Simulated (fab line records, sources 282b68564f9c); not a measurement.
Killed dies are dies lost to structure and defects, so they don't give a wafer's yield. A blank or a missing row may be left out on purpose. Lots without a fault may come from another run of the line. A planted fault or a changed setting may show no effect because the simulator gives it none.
Problem report in the 8D (eight disciplines) form, filled by code | flow rit_cmos | the parts of the form that need people (team, actions taken, sign-off) are left out

1. THE PROBLEM
CONTACT_TEOS_THK at RIT_CONTACT_THK_MEAS_01 reads a mean of 562 nm on 6 wafers of 2 lots; wafers without a fault read 403 nm with a standard deviation of 7.2. That is +22 standard deviations from the usual mean.
First seen on wafer L369.2, day 6 06:25, on film_metro-04. The record holds 42 wafers of 14 lots with a number at this step. Rule for "out", or "out of limits": more than 4 standard deviations from the usual mean. The other wafers with a number count as sound.

2. WHAT IT IS AND WHAT IT IS NOT
question                    | is                     | is not
which readings at this step | CONTACT_TEOS_THK       | -
which lots                  | L369, L372             | L356, L357, L358, L359, L360, L361, L362, L363, L371, L373, L374, L376
which wafers of those lots  | all that have a number | -
read on which gauges        | film_metro-04          | film_metro-02, film_metro-03
when                        | from day 6 06:25       | up to then (24 sound wafers); but 12 sound wafers of L371, L373, L374, L376 came after

3. SUSPECTS, AND WHAT RULES EACH OUT
Counting: a tool at a process step up to the reading stays a suspect if it ran every lot that is out and no sound lot after the first of them.
- the gauge at RIT_CONTACT_THK_MEAS_01: ruled out. All the wafers that are out were read on film_metro-04, but those of them that RIT_M1_PROBE_99 has rows for are out there too, on other tools.
- pecvd-02 at RIT_CONTACT_CVD_00 (deposits SiO2 from TEOS, target thk 400 nm, time 61 s): kept. It ran every lot that is out, first L369 (day 6 06:22), and no sound lot after that; its last sound lot up to then is L363 (day 5 00:20).
Left after counting: pecvd-02 at RIT_CONTACT_CVD_00.

4. THE CAUSE (what the simulator had put in)
Process parameter drift: pecvd-02, from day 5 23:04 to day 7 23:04, at RIT_CONTACT_CVD_00. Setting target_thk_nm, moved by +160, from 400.
Counting left only this tool.

5. THE CHAIN OF EFFECTS, in route order
Each row: a reading whose mean over the struck wafers that have a number lies more than 3 standard deviations from the usual. Only readings for which the record gives a usual standard deviation are gone through. hours: the time from each lot's start at the first step in this table that gives one to its start at this step, as a median over the lots. sigmas: the change in usual standard deviations.
hours | step                    | reading            | usual  | on struck wafers | change | sigmas
0     | RIT_CONTACT_THK_MEAS_01 | CONTACT_TEOS_THK   | 403 nm | 562              | +159   | +22
7     | RIT_M1_PROBE_99         | killed_at_contacts | 0.0    | 257.0            | +257.0 | +99 or more
7     | RIT_M1_PROBE_99         | killed_dies        | 7.3    | 264.0            | +256.7 | +99 or more
7     | RIT_M1_PROBE_99         | killed_on_rim      | 2.0    | 70.0             | +68.0  | +49
The process steps in it:
- RIT_M1_PROBE_99

6. WHAT WOULD HAVE CAUGHT IT SOONER
In this record the first reading out of limits at a measuring or inspecting step was taken at day 6 06:25, 7 hours after the fault began at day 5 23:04.
Of the tool readings at RIT_CONTACT_CVD_00 for which the record gives a usual standard deviation, none was out on any struck wafer, so an alarm limit of 4 standard deviations on them would not have fired.
Of the lots that are out (2), L372 began RIT_CONTACT_CVD_00 on pecvd-02 after day 6 06:25. A hold on the tool at that time would have spared it.
